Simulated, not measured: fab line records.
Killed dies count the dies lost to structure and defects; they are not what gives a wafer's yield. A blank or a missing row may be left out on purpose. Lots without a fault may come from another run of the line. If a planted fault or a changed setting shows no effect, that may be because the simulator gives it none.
The same fault as seen by 2 desks	flow berkeley_cmos170	every desk sees just its own numbers, and what lay behind them comes last

THE TOOL OWNER'S DESK: cmp-02
The tool's own readings at UCB170_V1_CMP_02 (polishes SiO2): means of the sampled wafers that have a number, for each lot that ran on this tool. Marked OUT: a lot whose mean sits more than 4 standard deviations from the usual mean, which makes it out of limits; the brackets give that distance.
Columns: A = motor_current_A at UCB170_V1_CMP_02, usual 16.9 A
lot	first seen here	A
L334	day 7 13:52	16.8
L336	day 7 23:43	17.4
L340	day 8 19:44	17.4
L341	day 8 19:56	17.0
L342	day 8 20:17	18.0
L344	day 9 13:28	17.1
L345	day 10 02:54	17.4
This desk's verdict: no lot among the 7 shows anything out of limits.

METROLOGY DESK
What the gauges read for every lot (on any tool): the sampled wafers with a number, averaged. Marked OUT: a lot whose mean sits more than 4 standard deviations from the usual mean, which makes it out of limits; the brackets give that distance.
Columns: A = CONTACT_PSG_THK at UCB170_CONTACT_THK_MEAS_02, usual 700 nm; B = CONTACT_OVL at UCB170_CONTACT_OVL_MEAS_16, usual -1 nm; C = V1_POLISHED_THK at UCB170_V1_THK_MEAS_04, usual 999.9 nm; D = V1_OVL at UCB170_V1_OVL_MEAS_13, usual -1 nm
lot	first seen here	A	B	C	D
L334	day 7 03:16	699	0	999.5	-0
L336	day 7 14:28	693	-2	1000.0	3
L335	day 7 15:06	688	-5	999.5	-2
L338	day 7 20:49	700	10	1000.1	6
L339	day 7 22:35	703	2	999.7	1
L340	day 8 05:48	696	0	999.5	-6
L341	day 8 05:56	697	2	1001.2	5
L342	day 8 07:34	706	-4	999.1	-2
L343	day 8 22:23	702	-0	1001.1	4
L344	day 9 00:07	699	4	1076.3 (+55) OUT	1
L345	day 9 18:55	701	-11	1076.7 (+55) OUT	1
L352	day 11 03:55	700	4	999.5	4
L353	day 11 15:32	684	-5	999.2	-6
L357	day 12 02:21	699	-2	998.0	2
Finding of this desk: L344, L345 out of limits, first seen on L344 at day 9 13:50 (V1_POLISHED_THK at UCB170_V1_THK_MEAS_04). In limits: L334, L336, L335, L338, L339, L340, L341, L342, L343, L352, L353, L357.

BROUGHT TOGETHER
An alarm was possible from the metrology desk at day 9 13:50, on L344, L345.
Nothing out of limits was seen by the tool owner's desk.
On record at the tool owner's desk: L344, L345, within its limits.
Of the lots named, all ran UCB170_V1_CMP_02 on cmp-02.

WHAT WAS PUT IN BY THE SIMULATOR
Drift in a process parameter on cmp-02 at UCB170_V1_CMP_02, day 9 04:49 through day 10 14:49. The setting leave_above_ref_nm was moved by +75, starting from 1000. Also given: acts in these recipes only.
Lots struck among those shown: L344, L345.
Delay in hours, fault start to first out-of-limits reading, per desk: metrology desk 9.
